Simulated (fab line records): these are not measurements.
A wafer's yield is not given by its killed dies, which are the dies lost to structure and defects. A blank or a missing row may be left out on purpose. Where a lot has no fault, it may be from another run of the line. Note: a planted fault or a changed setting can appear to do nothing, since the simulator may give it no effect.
Split-lot experiment / flow rit-cmos / 23 wafers read across 5 lots, on a route 202 steps long

== THE SPLIT ITSELF ==
At RIT_NRETRO_SOFTBAKE_02 (time 60 s), the setting temp-c was moved away from the recipe's 90 C on 7 of the 23 wafers read, by -4.1% to +1.4%. For the rest of the wafers, this setting stayed at what the recipe calls for.

== FROM THE SPLIT TO THE READING: what the file shows between them, 2 steps ==
- RIT_NRETRO_EXPOSE_03: exposes mask M4, target cd 43900 nm
- RIT_NRETRO_PEB_04

== THE READING ==
NOVOLAK_of_NRETRO_COAT_01.thk-nm (the simulator's own value, which no gauge read), in nm, at RIT_NRETRO_DEVELOP_05 (develop time 68 s). There is no usual value for it anywhere in the file. Here, 16 wafers ran the recipe; their average is 1299 nm with a standard deviation of 2.8 nm.

wafer=L075.1; tool, chamber at the split=litho-track-01, 0; temp-c as run, C=90; against the recipe=recipe; NOVOLAK_of_NRETRO_COAT_01.thk-nm, nm=1301; against lot-mates on the recipe=-
wafer=L075.2; tool, chamber at the split=litho-track-01, 0; temp-c as run, C=90; against the recipe=recipe; NOVOLAK_of_NRETRO_COAT_01.thk-nm, nm=1299; against lot-mates on the recipe=-
wafer=L075.3; tool, chamber at the split=litho-track-01, 0; temp-c as run, C=90; against the recipe=recipe; NOVOLAK_of_NRETRO_COAT_01.thk-nm, nm=1300; against lot-mates on the recipe=-
wafer=L075.4; tool, chamber at the split=litho-track-01, 0; temp-c as run, C=90; against the recipe=recipe; NOVOLAK_of_NRETRO_COAT_01.thk-nm, nm=1302; against lot-mates on the recipe=-
wafer=L075.5; tool, chamber at the split=litho-track-01, 0; temp-c as run, C=90; against the recipe=recipe; NOVOLAK_of_NRETRO_COAT_01.thk-nm, nm=1302; against lot-mates on the recipe=-
wafer=L076.1; tool, chamber at the split=litho-track-01, 0; temp-c as run, C=90; against the recipe=recipe; NOVOLAK_of_NRETRO_COAT_01.thk-nm, nm=1301; against lot-mates on the recipe=-
wafer=L076.3; tool, chamber at the split=litho-track-01, 0; temp-c as run, C=90; against the recipe=recipe; NOVOLAK_of_NRETRO_COAT_01.thk-nm, nm=1302; against lot-mates on the recipe=-
wafer=L076.6; tool, chamber at the split=litho-track-01, 0; temp-c as run, C=90; against the recipe=recipe; NOVOLAK_of_NRETRO_COAT_01.thk-nm, nm=1302; against lot-mates on the recipe=-
wafer=L076.4; tool, chamber at the split=litho-track-01, 0; temp-c as run, C=86.74; against the recipe=-3.6%; NOVOLAK_of_NRETRO_COAT_01.thk-nm, nm=1315; against lot-mates on the recipe=+13
wafer=L076.5; tool, chamber at the split=litho-track-01, 0; temp-c as run, C=86.74; against the recipe=-3.6%; NOVOLAK_of_NRETRO_COAT_01.thk-nm, nm=1316; against lot-mates on the recipe=+14
wafer=L079.1; tool, chamber at the split=litho-track-04, 0; temp-c as run, C=90; against the recipe=recipe; NOVOLAK_of_NRETRO_COAT_01.thk-nm, nm=1301; against lot-mates on the recipe=-
wafer=L079.3; tool, chamber at the split=litho-track-04, 0; temp-c as run, C=86.33; against the recipe=-4.1%; NOVOLAK_of_NRETRO_COAT_01.thk-nm, nm=1309; against lot-mates on the recipe=+10
wafer=L079.4; tool, chamber at the split=litho-track-04, 0; temp-c as run, C=90; against the recipe=recipe; NOVOLAK_of_NRETRO_COAT_01.thk-nm, nm=1297; against lot-mates on the recipe=-
wafer=L079.5; tool, chamber at the split=litho-track-04, 0; temp-c as run, C=90; against the recipe=recipe; NOVOLAK_of_NRETRO_COAT_01.thk-nm, nm=1298; against lot-mates on the recipe=-
wafer=L079.6; tool, chamber at the split=litho-track-04, 0; temp-c as run, C=86.33; against the recipe=-4.1%; NOVOLAK_of_NRETRO_COAT_01.thk-nm, nm=1311; against lot-mates on the recipe=+12
wafer=L080.3; tool, chamber at the split=litho-track-04, 0; temp-c as run, C=90; against the recipe=recipe; NOVOLAK_of_NRETRO_COAT_01.thk-nm, nm=1299; against lot-mates on the recipe=-
wafer=L080.4; tool, chamber at the split=litho-track-04, 0; temp-c as run, C=90; against the recipe=recipe; NOVOLAK_of_NRETRO_COAT_01.thk-nm, nm=1295; against lot-mates on the recipe=-
wafer=L080.6; tool, chamber at the split=litho-track-04, 0; temp-c as run, C=90; against the recipe=recipe; NOVOLAK_of_NRETRO_COAT_01.thk-nm, nm=1292; against lot-mates on the recipe=-
wafer=L083.1; tool, chamber at the split=litho-track-01, 0; temp-c as run, C=90; against the recipe=recipe; NOVOLAK_of_NRETRO_COAT_01.thk-nm, nm=1298; against lot-mates on the recipe=-
wafer=L083.3; tool, chamber at the split=litho-track-01, 0; temp-c as run, C=91.3; against the recipe=+1.4%; NOVOLAK_of_NRETRO_COAT_01.thk-nm, nm=1289; against lot-mates on the recipe=-8
wafer=L083.4; tool, chamber at the split=litho-track-01, 0; temp-c as run, C=91.3; against the recipe=+1.4%; NOVOLAK_of_NRETRO_COAT_01.thk-nm, nm=1296; against lot-mates on the recipe=-1
wafer=L083.5; tool, chamber at the split=litho-track-01, 0; temp-c as run, C=91.3; against the recipe=+1.4%; NOVOLAK_of_NRETRO_COAT_01.thk-nm, nm=1291; against lot-mates on the recipe=-6
wafer=L083.6; tool, chamber at the split=litho-track-01, 0; temp-c as run, C=90; against the recipe=recipe; NOVOLAK_of_NRETRO_COAT_01.thk-nm, nm=1296; against lot-mates on the recipe=-

FIT RESULTS
A straight line over all 23 wafers: NOVOLAK_of_NRETRO_COAT_01.thk-nm changes by -3.69 nm for each +1% of temp-c; r = -0.89; the points scatter about the line by 3.2 nm.
The same after taking each lot's own level away (the mean of its wafers on the recipe; 23 wafers): -3.26 nm for each +1%; r = -0.94; scatter 2 nm.
The reading moves by 13 nm for the largest change in temp-c, on that fit.
The lots' own levels span 1295.3 to 1301.7 nm, that is 2.2 times the standard deviation above.
In other words, the slope is changed by the lot-to-lot level; the two fits disagree.
Check: with one of the wafers moved furthest among these (-4.1%) left out of the fit, the line predicts +14.3 nm for it against its lot-mates. Against them it came out at +10.3 nm.

== FURTHER SPLITS ON THESE WAFERS ==
These wafers also went through other splits before the reading. Each is held against what the fit with the lots' levels taken away leaves over:
other split on the same wafers=RIT_ACTIVE_CVD_03 time-s; wafers away from the commonest value=15; r with NOVOLAK_of_NRETRO_COAT_01.thk-nm (lot level and that fit taken away)=+0.13
other split on the same wafers=RIT_ACTIVE_COAT_06 spin-rpm; wafers away from the commonest value=9; r with NOVOLAK_of_NRETRO_COAT_01.thk-nm (lot level and that fit taken away)=-0.11
other split on the same wafers=RIT_FOX1_OXIDATION_00 temp-c; wafers away from the commonest value=15; r with NOVOLAK_of_NRETRO_COAT_01.thk-nm (lot level and that fit taken away)=-0.13
other split on the same wafers=RIT_FOX2_OXIDATION_00 ox-time-s; wafers away from the commonest value=15; r with NOVOLAK_of_NRETRO_COAT_01.thk-nm (lot level and that fit taken away)=-0.13
other split on the same wafers=RIT_NWELL_IMPLANT_08 dose-cm2; wafers away from the commonest value=6; r with NOVOLAK_of_NRETRO_COAT_01.thk-nm (lot level and that fit taken away)=+0.17
other split on the same wafers=RIT_PWELL_IMPLANT_08 dose-cm2; wafers away from the commonest value=5; r with NOVOLAK_of_NRETRO_COAT_01.thk-nm (lot level and that fit taken away)=+0.10

== THE FILE'S OWN FIT ==
NOVOLAK_of_NRETRO_COAT_01.thk-nm changes by -3.23 nm for each +1% of temp-c, r = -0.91.
